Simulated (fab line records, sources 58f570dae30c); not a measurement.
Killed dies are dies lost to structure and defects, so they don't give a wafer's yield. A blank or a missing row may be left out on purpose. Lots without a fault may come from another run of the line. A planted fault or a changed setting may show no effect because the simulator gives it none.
fab line records | flow berkeley_cmos170
record lots=5 wafers=27
route steps=331 shown SPACER@173 PSD@175 PLDD@208 V2@292
start_h: hours from the record's first day to the start of the lot's first wafer shown | wait_h: hours since the lot's step before | " the same as in the row above | L1.1+2: a row that stands for several wafers | - no value, or no start given | * or withheld: withheld | < > ~ a bound
route shown NAME@n: a module of which the file shows steps, and the number in the route of the first | usual: mean/standard deviation of fault-free wafers | same: alike in all rows | chamber/n: place in a boat | sites: the reading at each site | _std_site: their standard deviation | _edge_site: outer sites' mean less inner sites' | radius_mm: how far each site lies from the wafer's centre | mask NAME#n: copy n | behind: the tool/chamber that last shaped the wafer | hold: why the lot was held/for how many hours/how that ended | device: the transistor (n, p or np) that didn't switch | end of line: the same wafers' tests at the end of the route | a step without rows: its recipe alone | killed: dies lost to structure and defects at the first sort, not the wafer's yield | map: a wafer's dies, x killed, . not, _ none there
set.NAME: the setting as run; set.NAME@STEP: as run at that earlier step | model.NAME: the simulator's own value behind a step, which no gauge read
lots whose settings were changed on purpose; a table a step, a row a wafer
## steps
# step UCB170_SPACER_ANNEAL_02
# recipe temp_c=900 time_s=1800 ambient=N2
# columns lot.wafer tool chamber start_h wait_h set.time_s
L074.1+2+3+4+5+6 - - - 2.4 2199
L075.1+2+3+4+5+6 - - - 2.4 2463
L076.2+3+4 furnace-02 0 142.58 1.9 1800
L077.1+2+3+4+5+6 - - - 2.3 1232
L080.1+2+3+4+5+6 - - - 1.0 1270
# step UCB170_SPACER_ETCHBACK_03
# recipe stop_on=Si target=SiO2 chemistry=CHF3/CF4/Ar CHF3_flow_sccm=50 cf4_flow_sccm=10 Ar_flow_sccm=120 pressure_mtorr=200 rf_w=500 target_depth_a=3760 time_s=100
# step UCB170_PSD_HMDS_00
# recipe prime_time_s=60 prime_temp_c=100
# step UCB170_SDANNEAL_RS_MEAS_04
# recipe thk_meas_gauge=four-point-probe
# usual PLDD_RS=1031.2/2.3
# columns lot.wafer tool chamber start_h wait_h set.time_s@SPACER_ANNEAL_02 PLDD_RS[ohm/sq]
L074.1 film_metro-04 - 144.34 0.1 2199 1012.9
L074.2 " - " " 2199 1014.5
L074.3 " - " " 2199 1013.8
L074.4 " - " " 2199 1014.4
L074.5 " - " " 2199 1014.7
L074.6 " - " " 2199 1016.2
L075.1 film_metro-02 - 144.65 0.1 2463 1004.6
L075.2 " - " " 2463 1007.6
L075.3 " - " " 2463 1011.0
L075.4 " - " " 2463 1008.0
L075.5 " - " " 2463 1008.5
L075.6 " - " " 2463 1008.9
L076.2 film_metro-02 - 148.60 0.1 1800 1031.3
L076.3 " - " " 1800 1031.3
L076.4 " - " " 1800 1025.2
L077.1 film_metro-02 - 161.45 0.1 1232 1056.6
L077.2 " - " " 1232 1057.8
L077.3 " - " " 1232 1057.2
L077.4 " - " " 1232 1057.4
L077.5 " - " " 1232 1053.7
L077.6 " - " " 1232 1060.2
L080.1 film_metro-04 - 178.20 0.1 1270 1053.8
L080.2 " - " " 1270 1052.5
L080.3 " - " " 1270 1053.3
L080.4 " - " " 1270 1054.9
L080.5 " - " " 1270 1054.9
L080.6 " - " " 1270 1054.4
# step UCB170_V2_CVD_00
# recipe material=SiO2 target_thk_nm=2000 temp_c=390 precursor=TEOS/O2 time_s=250 rf_w=550 pressure_mtorr=9000
# columns lot.wafer tool chamber start_h wait_h set.time_s model.SiO2_of_V2_CVD_00.thk_nm
L075.1 pecvd-03 1 162.98 0.1 113.7 887.4
L075.2 " 2 " " 250 2001
L075.3 " 0 " " 113.7 885
L075.4 " 1 " " 113.7 918.5
L075.5 " 2 " " 250 2013
L075.6 " 0 " " 250 2016
L074.1 pecvd-01 0 163.46 0.1 146.3 1152
L074.2 " 2 " " 250 1993
L074.3 " 1 " " 250 2009
L074.4 " 0 " " 250 2017
L074.5 " 2 " " 146.3 1161
L074.6 " 1 " " 146.3 1202
L076.2 pecvd-03 1 167.07 0.1 250 1982
L076.3 " 0 " " 250 1981
L076.4 " 2 " " 250 2037
L077.1 pecvd-04 2 181.40 0.1 250 1966
L077.2 " 0 " " 250 1974
L077.3 " 1 " " 250 1998
L077.4 " 2 " " 387.2 3066
L077.5 " 1 " " 387.2 3115
L077.6 " 0 " " 387.2 3070
L080.1 pecvd-04 1 197.71 0.1 250 1974
L080.2 " 2 " " 250 1930
L080.3 " 0 " " 250 1933
L080.4 " 2 " " 250 1972
L080.5 " 0 " " 250 1973
L080.6 " 1 " " 250 2023
# step UCB170_V2_THK_MEAS_01
# recipe reads=SiO2_of_V2_CVD_00
# usual V2_TEOS_THK=1990/27
# columns lot.wafer tool chamber start_h wait_h set.time_s@V2_CVD_00 V2_TEOS_THK[nm]
L075.1 film_metro-01 - 163.13 0.1 113.7 887
L075.2 " - " " 250 2000
L075.3 " - " " 113.7 885
L075.4 " - " " 113.7 919
L075.5 " - " " 250 2016
L075.6 " - " " 250 2019
L074.1 film_metro-03 - 163.61 0.1 146.3 1151
L074.2 " - " " 250 1990
L074.3 " - " " 250 2010
L074.4 " - " " 250 2017
L074.5 " - " " 146.3 1161
L074.6 " - " " 146.3 1201
L076.2 film_metro-01 - 167.24 0.1 250 1983
L076.3 " - " " 250 1981
L076.4 " - " " 250 2036
L077.1 film_metro-02 - 181.56 0.1 250 1966
L077.2 " - " " 250 1973
L077.3 " - " " 250 1998
L077.4 " - " " 387.2 3068
L077.5 " - " " 387.2 3116
L077.6 " - " " 387.2 3069
L080.1 film_metro-02 - 197.87 0.1 250 1974
L080.2 " - " " 250 1932
L080.3 " - " " 250 1933
L080.4 " - " " 250 1972
L080.5 " - " " 250 1974
L080.6 " - " " 250 2023
## key
split step=UCB170_SPACER_ANNEAL_02 setting=time_s stated=1800 by=lot
response step=UCB170_SDANNEAL_RS_MEAS_04 reading=PLDD_RS change=-0.73 per=1% r=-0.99
split step=UCB170_V2_CVD_00 setting=time_s stated=250 by=wafer
response step=UCB170_V2_CVD_00 reading=model.SiO2_of_V2_CVD_00.thk_nm change=+20.2 per=1% r=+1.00
response step=UCB170_V2_THK_MEAS_01 reading=V2_TEOS_THK change=+20.3 per=1% r=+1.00
